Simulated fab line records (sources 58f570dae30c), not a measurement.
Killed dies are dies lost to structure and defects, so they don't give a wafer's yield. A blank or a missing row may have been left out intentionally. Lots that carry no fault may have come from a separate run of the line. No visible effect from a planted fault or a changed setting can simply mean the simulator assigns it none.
fab line records	flow berkeley_cmos170	part 1 of 2: steps 1 to 23 of 34
[record] lots = 5	wafers = 15	last_day = 12
route steps=331 shown M1@246 V1@254 M2@271
lots untouched by any fault: they come from a run of this same line in which no faults occurred
start_h: hours from the record's first day to the start of the lot's first wafer shown	wait_h: hours since the lot's step before	" same as the row above	L1.1+2: several wafers, shown together as one row	- no value, or no start was given	* or withheld: withheld	< > ~ a bound
route shown NAME@n: names a module that has steps shown in the file, with the first one's number in the route	usual: average and standard deviation across the fault-free wafers	same: alike in all rows	chamber/n: place in a boat	sites: readings site by site	_std_site: standard deviation of those values	_edge_site: the outer-site mean with the inner-site mean subtracted	radius_mm: for every site, how far away it sits from the centre of the wafer	mask NAME#n: copy n	behind: the tool/chamber that last shaped the wafer	hold: why the lot was held/for how many hours/how that ended	device: names the non-switching transistor (n, p or np)	end of line: at the end of the route, the tests of the same wafers	a step without rows: its recipe alone	killed: the dies lost at the first sort to structure and to defects; this is not the yield of the wafer	map: dies across one wafer; x = killed, . = not, _ = none there
set.NAME: the setting the step ran with; set.NAME@STEP: the setting that earlier step ran with	model.NAME: the simulator's own value behind a step, which no gauge read
a table for each step, a row for each wafer; lots at some steps of the route
services: the hour from which a tool's chamber was out of use, counted from the record's first day as start_h (under 0 if before that day), plus the number of hours and why
[[steps]]
[step UCB170_M1_DEVELOP_08]
[recipe] developer = TMAH	develop_time_s = 45	resist = KrF	dev_temp_c = 21
[usual] resist_line_temp_C = 22.99/0.12
lot.wafer	tool	chamber	start_h	wait_h	resist_line_temp_C
L077.2	litho_track-01	0	-	-	23.09
L077.5	"	0	"	"	22.93
L077.6	"	0	"	"	22.84
L083.2	litho_track-01	0	-	-	23.11
L083.3	"	0	"	"	23.10
L083.4	"	0	"	"	23.12
L081.1	litho_track-02	0	-	-	22.83
L081.4	"	0	"	"	22.89
L081.5	"	0	"	"	22.93
L088.4	litho_track-02	0	-	-	22.67
L088.5	"	0	"	"	22.87
L088.6	"	0	"	"	22.81
L093.1	litho_track-03	0	-	-	22.90
L093.2	"	0	"	"	22.91
L093.5	"	0	"	"	22.98
[step UCB170_M1_CD_MEAS_09]
[recipe] target_cd_nm = 700
[usual] cd_nm = 699.7/1.4
lot.wafer	tool	chamber	start_h	wait_h	cd_nm
L077.2	cd_sem-02	-	207.34	-	701.5
L077.5	"	-	"	"	701.6
L077.6	"	-	"	"	700.9
L083.2	cd_sem-02	-	224.96	-	699.9
L083.3	"	-	"	"	699.2
L083.4	"	-	"	"	700.3
L081.1	cd_sem-01	-	231.97	-	697.8
L081.4	"	-	"	"	698.0
L081.5	"	-	"	"	699.6
L088.4	cd_sem-01	-	257.24	-	700.3
L088.5	"	-	"	"	698.7
L088.6	"	-	"	"	699.1
L093.1	cd_sem-02	-	270.80	-	698.8
L093.2	"	-	"	"	700.5
L093.5	"	-	"	"	701.4
[step UCB170_M1_OVL_MEAS_10]
[usual] M1_OVL = -2/5
lot.wafer	tool	chamber	start_h	wait_h	M1_OVL[nm]
L077.2	overlay-02	-	207.44	0.1	-4
L077.5	"	-	"	"	-1
L077.6	"	-	"	"	-11
L083.2	overlay-01	-	225.07	0.1	0
L083.3	"	-	"	"	8
L083.4	"	-	"	"	6
L081.1	overlay-01	-	232.09	0.1	-3
L081.4	"	-	"	"	-7
L081.5	"	-	"	"	-9
L088.4	overlay-01	-	257.32	0.1	8
L088.5	"	-	"	"	2
L088.6	"	-	"	"	4
L093.1	overlay-01	-	270.92	0.1	-13
L093.2	"	-	"	"	-8
L093.5	"	-	"	"	-13
[step UCB170_M1_ETCH_11]
[recipe] chemistry = N2/H2	target_depth_a = withheld	overetch_a = withheld	target = BARC	time_s = withheld	source_w = 500	bias_w = 100	pressure_mtorr = 30	n2_flow_sccm = 100	h2_flow_sccm = 200
[usual] drypump_motor_current_A = 5.7/0.56	oes_product_au = 1.001/0.021	throttle_valve_pct = 13.36/0.18
lot.wafer	tool	chamber	start_h	wait_h	drypump_motor_current_A	oes_product_au	throttle_valve_pct
L077.2	rie_diel-01	1	207.47	0.0	4.9	0.966	13.16
L077.5	"	3	"	"	5.1	1.001	13.66
L077.6	"	1	"	"	4.9	0.962	13.19
L083.2	rie_diel-03	3	225.10	0.0	4.7	1.022	13.62
L083.3	"	1	"	"	6.4	1.016	13.26
L083.4	"	2	"	"	6.3	0.993	13.18
L081.1	rie_diel-03	3	232.13	0.0	4.7	1.018	13.63
L081.4	"	1	"	"	6.4	1.016	13.25
L081.5	"	2	"	"	6.3	1.007	13.16
L088.4	rie_diel-02	3	257.34	0.0	5.6	1.002	13.19
L088.5	"	2	"	"	5.3	0.987	13.52
L088.6	"	3	"	"	5.6	1.011	13.19
L093.1	rie_diel-02	1	270.95	0.0	5.6	0.998	13.35
L093.2	"	0	"	"	6.2	0.984	13.40
L093.5	"	1	"	"	5.6	1.006	13.36
[step UCB170_M1_METAL_ETCH_12]
[recipe] chemistry = Cl2/BCl3	target = Al	stop_on = PSG	pressure_mtorr = 12	target_depth_a = 7800	over_etch_frac = 0.3	time_s = 130	icp_w = 600	bias_w = 120	Cl2_flow_sccm = 90	bcl3_flow_sccm = 45
[usual] drypump_motor_current_A = 5.64/0.27	oes_product_au = 0.863/0.015	throttle_valve_pct = 24.52/0.24
lot.wafer	tool	chamber	start_h	wait_h	drypump_motor_current_A	oes_product_au	rf_hours_counter_h	throttle_valve_pct
L077.2	rie_metal-03	1	207.56	-	5.66	0.872	-	24.70
L077.5	"	1	"	"	5.66	0.863	-	24.69
L077.6	"	1	"	"	5.68	0.872	-	24.69
L083.2	rie_metal-03	1	225.19	-	5.68	0.878	-	24.70
L083.3	"	1	"	"	5.69	0.882	-	24.71
L083.4	"	1	"	"	5.67	0.875	-	24.69
L081.1	rie_metal-01	1	232.17	-	5.76	0.862	1	24.29
L081.4	"	0	"	"	5.91	0.867	-	24.68
L081.5	"	1	"	"	5.75	0.851	-	24.28
L088.4	rie_metal-04	0	257.43	-	5.65	0.845	-	24.80
L088.5	"	0	"	"	5.66	0.853	-	24.76
L088.6	"	1	"	"	5.50	0.824	-	24.05
L093.1	rie_metal-03	1	270.99	-	5.68	0.872	9	24.69
L093.2	"	0	"	"	5.01	0.871	4	24.44
L093.5	"	1	"	"	5.67	0.878	-	24.70
[step UCB170_M1_STRIP_13]
[recipe] chemistry = O2	power_w = 400	pressure_mtorr = 3500	platen_temp_c = withheld	o2_flow_sccm = 400	overash_fraction = 0.5
[usual] drypump_motor_current_A = 5.8/0.43	o2_flow_sccm = 399.9/1.2	oes_product_au = 0.719/0.0046
lot.wafer	tool	chamber	start_h	wait_h	drypump_motor_current_A	o2_flow_sccm	oes_product_au	rf_hours_counter_h
L077.2	plasma_asher-01	1	207.78	0.2	6.4	401.4	0.724	45
L077.5	"	1	"	"	6.4	401.4	0.721	-
L077.6	"	0	"	"	5.6	399.1	0.726	-
L083.2	plasma_asher-01	0	225.41	0.2	5.6	400.6	0.725	47
L083.3	"	1	"	"	6.4	398.4	0.717	-
L083.4	"	0	"	"	5.6	400.7	0.724	-
L081.1	plasma_asher-03	1	232.31	0.1	5.8	400.6	0.720	12
L081.4	"	0	"	"	6.2	399.2	0.717	-
L081.5	"	1	"	"	5.8	400.0	0.725	-
L088.4	plasma_asher-01	0	257.55	0.1	5.6	399.9	0.718	-
L088.5	"	1	"	"	6.4	399.1	0.718	-
L088.6	"	0	"	"	5.6	399.5	0.722	-
L093.1	plasma_asher-01	1	271.13	0.1	6.4	398.3	0.723	53
L093.2	"	0	"	"	5.6	400.1	0.726	53
L093.5	"	1	"	"	6.4	398.1	0.723	-
[step UCB170_M1_CD_MEAS_90]
[recipe] target_cd_nm = 700
[usual] cd_nm = 700.3/2.1
lot.wafer	tool	chamber	start_h	wait_h	cd_nm
L077.2	cd_sem-01	-	207.90	0.1	703.2
L077.5	"	-	"	"	701.4
L077.6	"	-	"	"	700.8
L083.2	cd_sem-02	-	225.53	0.1	701.6
L083.3	"	-	"	"	702.1
L083.4	"	-	"	"	702.2
L081.1	cd_sem-02	-	232.41	0.1	696.5
L081.4	"	-	"	"	699.0
L081.5	"	-	"	"	696.2
L088.4	cd_sem-02	-	257.76	0.2	698.9
L088.5	"	-	"	"	698.1
L088.6	"	-	"	"	698.6
L093.1	cd_sem-02	-	271.23	0.1	703.0
L093.2	"	-	"	"	702.9
L093.5	"	-	"	"	701.4
[step UCB170_M1_ANNEAL_14]
[recipe] temp_c = 400	time_s = 1200	ambient = forming_gas
[usual] zone_power_centre_pct = 15.26/0.16
lot.wafer	tool	chamber	start_h	wait_h	zone_power_centre_pct
L077.2	furnace-03	0	209.12	1.2	15.48
L077.5	"	0	"	"	15.43
L077.6	"	0	"	"	15.09
L083.2	furnace-03	0	225.63	0.1	15.20
L083.3	"	0	"	"	14.91
L083.4	"	0	"	"	15.39
L081.1	furnace-03	0	233.68	1.3	15.16
L081.4	"	0	"	"	15.27
L081.5	"	0	"	"	15.66
L088.4	furnace-03	0	257.82	0.0	15.03
L088.5	"	0	"	"	15.26
L088.6	"	0	"	"	15.47
L093.1	furnace-03	0	271.35	0.1	15.30
L093.2	"	0	"	"	15.54
L093.5	"	0	"	"	15.30
[step UCB170_V1_CVD_00]
[recipe] material = SiO2	target_thk_nm = 2000	temp_c = 390	precursor = TEOS/O2	time_s = 250	rf_w = 550	pressure_mtorr = 9000
[usual] heater_power_w = 255/44	pressure_mtorr = 9002/18
lot.wafer	tool	chamber	start_h	wait_h	heater_power_w	pressure_mtorr
L077.2	pecvd-02	0	210.46	0.0	200	9023
L077.5	"	1	"	"	222	9014
L077.6	"	0	"	"	238	9015
L083.2	pecvd-02	0	226.97	0.0	234	8961
L083.3	"	2	"	"	273	8994
L083.4	"	0	"	"	160	8989
L081.1	pecvd-03	0	235.01	0.0	273	8998
L081.4	"	0	"	"	211	8985
L081.5	"	2	"	"	211	9030
L088.4	pecvd-03	2	259.23	0.1	209	8998
L088.5	"	1	"	"	233	9019
L088.6	"	0	"	"	213	9001
L093.1	pecvd-02	1	272.68	0.0	251	9016
L093.2	"	0	"	"	163	9016
L093.5	"	2	"	"	232	8999
[step UCB170_V1_THK_MEAS_01]
[recipe] reads = SiO2_of_V1_CVD_00
[usual] V1_TEOS_THK = 2000/24
lot.wafer	tool	chamber	start_h	wait_h	V1_TEOS_THK[nm]
L077.2	film_metro-03	-	210.62	0.1	1989
L077.5	"	-	"	"	2036
L077.6	"	-	"	"	2008
L083.2	film_metro-03	-	227.13	0.1	1951
L083.3	"	-	"	"	1982
L083.4	"	-	"	"	2027
L081.1	film_metro-03	-	235.22	0.1	1979
L081.4	"	-	"	"	2000
L081.5	"	-	"	"	2015
L088.4	film_metro-04	-	259.34	0.0	2049
L088.5	"	-	"	"	2029
L088.6	"	-	"	"	2034
L093.1	film_metro-01	-	272.84	0.1	1995
L093.2	"	-	"	"	1995
L093.5	"	-	"	"	2025
[step UCB170_V1_CMP_02]
[recipe] material = SiO2	down_force_psi = 6	platen_rpm = 60	pad_velocity_m_s = 0.75398
[usual] edge_zone_pressure_frac = 1.000/0.0053	motor_current_A = 16.2/1.6	platen_rpm = 60.00/0.04
lot.wafer	tool	chamber	start_h	wait_h	edge_zone_pressure_frac	motor_current_A	platen_rpm
L077.2	cmp-01	2	210.82	0.2	0.995	14.4	60.00
L077.6	"	3	"	"	0.998	18.7	60.01
L077.5	"	0	"	"	0.997	17.9	60.01
L083.4	cmp-01	3	227.18	0.0	0.990	18.1	59.97
L083.3	"	0	"	"	1.000	18.0	59.99
L083.2	"	2	"	"	1.002	14.3	60.01
L081.4	cmp-01	0	235.33	0.1	1.008	17.4	60.08
L081.1	"	1	"	"	0.998	15.7	59.98
L081.5	"	3	"	"	1.001	17.9	60.01
L088.4	cmp-01	0	259.52	0.2	0.998	17.6	60.08
L088.5	"	1	"	"	1.006	16.2	59.95
L088.6	"	2	"	"	0.996	13.6	59.98
L093.1	cmp-02	1	272.90	0.1	1.001	15.7	59.96
L093.2	"	2	"	"	1.003	15.6	60.01
L093.5	"	1	"	"	1.003	15.6	60.04
[step UCB170_V1_BOW_MEAS_03]
[recipe] mode = bow
[usual] V1_BOW = 19/6.7
lot.wafer	tool	chamber	start_h	wait_h	V1_BOW[um]
L077.2	film_metro-03	-	210.99	0.1	19
L077.5	"	-	"	"	20
L077.6	"	-	"	"	19
L083.2	film_metro-04	-	227.50	0.1	23
L083.3	"	-	"	"	25
L083.4	"	-	"	"	23
L081.1	film_metro-04	-	235.58	0.1	27
L081.4	"	-	"	"	27
L081.5	"	-	"	"	40
L088.4	film_metro-03	-	259.73	0.2	15
L088.5	"	-	"	"	8
L088.6	"	-	"	"	16
L093.1	film_metro-03	-	273.20	0.2	31
L093.2	"	-	"	"	15
L093.5	"	-	"	"	12
[step UCB170_V1_THK_MEAS_04]
[recipe] reads = SiO2_of_V1_CVD_00
[usual] V1_POLISHED_THK = 1000.2/1.2
lot.wafer	tool	chamber	start_h	wait_h	V1_POLISHED_THK[nm]
L077.2	film_metro-03	-	211.10	0.1	1000.0
L077.5	"	-	"	"	1000.5
L077.6	"	-	"	"	1000.2
L083.2	film_metro-04	-	227.61	0.1	1000.5
L083.3	"	-	"	"	999.5
L083.4	"	-	"	"	1001.5
L081.1	film_metro-04	-	235.70	0.1	997.7
L081.4	"	-	"	"	1000.6
L081.5	"	-	"	"	999.1
L088.4	film_metro-03	-	259.82	0.1	1000.2
L088.5	"	-	"	"	1001.6
L088.6	"	-	"	"	1000.9
L093.1	film_metro-03	-	273.32	0.1	999.4
L093.2	"	-	"	"	998.5
L093.5	"	-	"	"	1000.4
[step UCB170_V1_CLEAN_05]
[recipe] chemistry = DIW
lot.wafer	tool	chamber	start_h	wait_h
L077.2+5+6	wet_bench-03	3	211.15	0.0
L083.2+3+4	wet_bench-02	1	230.04	2.4
L081.1+4+5	wet_bench-03	2	238.44	2.7
L088.4+5+6	wet_bench-02	2	260.05	0.2
L093.1+2+5	wet_bench-03	3	273.51	0.2
[step UCB170_V1_HMDS_06]
[recipe] prime_time_s = 60	prime_temp_c = 100
[usual] resist_line_temp_C = 23.01/0.1
lot.wafer	tool	chamber	start_h	wait_h	resist_line_temp_C
L077.2	litho_track-04	0	211.35	0.0	23.17
L077.5	"	0	"	"	23.07
L077.6	"	0	"	"	23.20
L083.2	litho_track-02	0	230.82	0.6	22.91
L083.3	"	0	"	"	23.03
L083.4	"	0	"	"	23.01
L081.1	litho_track-04	0	238.77	0.2	23.20
L081.4	"	0	"	"	23.05
L081.5	"	0	"	"	23.16
L088.4	litho_track-04	0	260.49	0.2	23.11
L088.5	"	0	"	"	23.04
L088.6	"	0	"	"	23.04
L093.1	litho_track-02	0	273.68	0.0	23.15
L093.2	"	0	"	"	23.11
L093.5	"	0	"	"	23.06
[step UCB170_V1_COAT_07]
[recipe] resist = KrF	spin_rpm = 1500	resist_thk_nm = 900
[usual] resist_line_temp_C = 23.01/0.11
lot.wafer	tool	chamber	start_h	wait_h	resist_line_temp_C
L077.2	litho_track-04	0	211.50	0.1	22.87
L077.5	"	0	"	"	22.91
L077.6	"	0	"	"	23.02
L083.2	litho_track-02	0	230.97	0.1	23.20
L083.3	"	0	"	"	23.10
L083.4	"	0	"	"	23.13
L081.1	litho_track-04	0	238.92	0.1	23.00
L081.4	"	0	"	"	23.09
L081.5	"	0	"	"	23.04
L088.4	litho_track-04	0	260.64	0.1	22.85
L088.5	"	0	"	"	22.85
L088.6	"	0	"	"	22.92
L093.1	litho_track-02	0	273.83	0.1	23.00
L093.2	"	0	"	"	23.02
L093.5	"	0	"	"	23.12
[step UCB170_V1_SOFTBAKE_08]
[recipe] resist = KrF	temp_c = 130	time_s = 60
[usual] resist_line_temp_C = 23.01/0.1
lot.wafer	tool	chamber	start_h	wait_h	resist_line_temp_C
L077.2	litho_track-04	0	211.65	0.1	23.05
L077.5	"	0	"	"	22.96
L077.6	"	0	"	"	23.05
L083.2	litho_track-02	0	231.12	0.1	23.08
L083.3	"	0	"	"	23.06
L083.4	"	0	"	"	23.07
L081.1	litho_track-04	0	239.07	0.1	23.06
L081.4	"	0	"	"	23.07
L081.5	"	0	"	"	23.07
L088.4	litho_track-04	0	260.79	0.1	23.01
L088.5	"	0	"	"	22.96
L088.6	"	0	"	"	22.98
L093.1	litho_track-02	0	273.98	0.1	23.13
L093.2	"	0	"	"	23.07
L093.5	"	0	"	"	23.01
[step UCB170_V1_EXPOSE_09]
[recipe] mask_id = VIA1	target_cd_nm = 700	na = 0.5	sigma_outer = 0.6	source_shape = conventional	dose_mj = 37
[usual] stage_vel_mm_s = 499.99/0.27
lot.wafer	tool	chamber	start_h	wait_h	mask	stage_vel_mm_s
L077.2	krf_scanner-01	0	211.95	0.3	VIA1#0	499.96
L077.5	"	0	"	"	VIA1#0	499.94
L077.6	"	0	"	"	VIA1#0	500.10
L083.2	krf_scanner-01	0	231.27	0.1	VIA1#0	499.82
L083.3	"	0	"	"	VIA1#0	500.16
L083.4	"	0	"	"	VIA1#0	499.91
L081.1	krf_scanner-02	0	239.22	0.1	VIA1#0	500.24
L081.4	"	0	"	"	VIA1#0	500.14
L081.5	"	0	"	"	VIA1#0	500.00
L088.4	krf_scanner-02	0	260.92	0.1	VIA1#0	500.19
L088.5	"	0	"	"	VIA1#0	500.24
L088.6	"	0	"	"	VIA1#0	499.93
L093.1	krf_scanner-01	0	274.26	0.2	VIA1#0	500.00
L093.2	"	0	"	"	VIA1#0	499.51
L093.5	"	0	"	"	VIA1#0	499.79
[step UCB170_V1_PEB_10]
[recipe] peb_temp_c = 130	peb_time_s = withheld	resist = KrF
[usual] resist_line_temp_C = 22.98/0.1
lot.wafer	tool	chamber	start_h	wait_h	resist_line_temp_C
L077.2	litho_track-04	0	212.35	0.4	22.98
L077.5	"	0	"	"	23.10
L077.6	"	0	"	"	22.93
L083.2	litho_track-01	0	232.27	1.0	22.91
L083.3	"	0	"	"	22.84
L083.4	"	0	"	"	22.87
L081.1	litho_track-01	0	239.86	0.6	22.94
L081.4	"	0	"	"	23.02
L081.5	"	0	"	"	22.97
L088.4	litho_track-01	0	261.06	0.1	23.19
L088.5	"	0	"	"	22.77
L088.6	"	0	"	"	22.87
L093.1	litho_track-02	0	274.37	0.1	23.14
L093.2	"	0	"	"	23.06
L093.5	"	0	"	"	22.95
[step UCB170_V1_DEVELOP_11]
[recipe] developer = TMAH	develop_time_s = 45	resist = KrF	dev_temp_c = 21
[usual] resist_line_temp_C = 23.02/0.099
lot.wafer	tool	chamber	start_h	wait_h	resist_line_temp_C
L077.2	litho_track-04	0	-	-	22.96
L077.5	"	0	"	"	22.96
L077.6	"	0	"	"	23.02
L083.2	litho_track-01	0	-	-	22.95
L083.3	"	0	"	"	22.86
L083.4	"	0	"	"	23.03
L081.1	litho_track-01	0	-	-	23.20
L081.4	"	0	"	"	23.10
L081.5	"	0	"	"	22.98
L088.4	litho_track-01	0	-	-	23.14
L088.5	"	0	"	"	23.02
L088.6	"	0	"	"	22.98
L093.1	litho_track-02	0	-	-	23.15
L093.2	"	0	"	"	23.05
L093.5	"	0	"	"	23.10
[step UCB170_V1_CD_MEAS_12]
[recipe] target_cd_nm = 700
[usual] cd_nm = 700.1/1.4
lot.wafer	tool	chamber	start_h	wait_h	cd_nm
L077.2	cd_sem-01	-	212.62	-	698.8
L077.5	"	-	"	"	698.3
L077.6	"	-	"	"	699.2
L083.2	cd_sem-01	-	232.54	-	701.1
L083.3	"	-	"	"	701.2
L083.4	"	-	"	"	700.6
L081.1	cd_sem-02	-	240.13	-	699.6
L081.4	"	-	"	"	697.9
L081.5	"	-	"	"	697.5
L088.4	cd_sem-02	-	261.32	-	698.6
L088.5	"	-	"	"	698.2
L088.6	"	-	"	"	701.1
L093.1	cd_sem-01	-	274.65	-	700.6
L093.2	"	-	"	"	701.0
L093.5	"	-	"	"	701.6
[step UCB170_V1_OVL_MEAS_13]
[usual] V1_OVL = -3/4.9
lot.wafer	tool	chamber	start_h	wait_h	V1_OVL[nm]
L077.2	overlay-02	-	212.73	0.1	-1
L077.5	"	-	"	"	-1
L077.6	"	-	"	"	2
L083.2	overlay-01	-	232.65	0.1	-2
L083.3	"	-	"	"	-4
L083.4	"	-	"	"	-1
L081.1	overlay-01	-	240.25	0.1	-9
L081.4	"	-	"	"	-4
L081.5	"	-	"	"	-10
L088.4	overlay-02	-	261.40	0.1	-4
L088.5	"	-	"	"	-2
L088.6	"	-	"	"	-7
L093.1	overlay-02	-	274.77	0.1	1
L093.2	"	-	"	"	-7
L093.5	"	-	"	"	-3
[step UCB170_V1_ETCH_14]
[recipe] chemistry = CHF3/CF4/Ar	target = SiO2	stop_on = Al	CHF3_flow_sccm = 45	cf4_flow_sccm = 15	Ar_flow_sccm = 150	pressure_mtorr = 200	rf_w = 700	target_depth_a = 12500	over_etch_frac = 0.25	time_s = 291
[usual] drypump_motor_current_A = 5.5/0.53	oes_product_au = 0.871/0.017	throttle_valve_pct = 6.97/0.078
lot.wafer	tool	chamber	start_h	wait_h	drypump_motor_current_A	oes_product_au	rf_hours_counter_h	throttle_valve_pct
L077.2	rie_diel-04	3	212.76	0.0	5.2	0.864	27	7.04
L077.5	"	1	"	"	5.2	0.858	-	6.97
L077.6	"	0	"	"	5.0	0.860	-	6.95
L083.2	rie_diel-04	3	232.68	0.0	5.3	0.849	28	7.06
L083.3	"	1	"	"	5.3	0.851	107	6.96
L083.4	"	2	"	"	5.0	0.838	136	6.92
L081.1	rie_diel-03	3	240.29	0.0	4.7	0.879	53	7.13
L081.4	"	2	"	"	6.3	0.865	103	6.83
L081.5	"	3	"	"	4.7	0.887	-	7.13
L088.4	rie_diel-04	3	261.42	0.0	5.3	0.846	30	7.04
L088.5	"	2	"	"	5.0	0.888	-	6.92
L088.6	"	3	"	"	5.3	0.849	-	7.07
L093.1	rie_diel-02	2	274.80	0.0	5.3	0.863	9	7.10
L093.2	"	0	"	"	6.2	0.857	12	6.98
L093.5	"	2	"	"	5.3	0.859	-	7.08
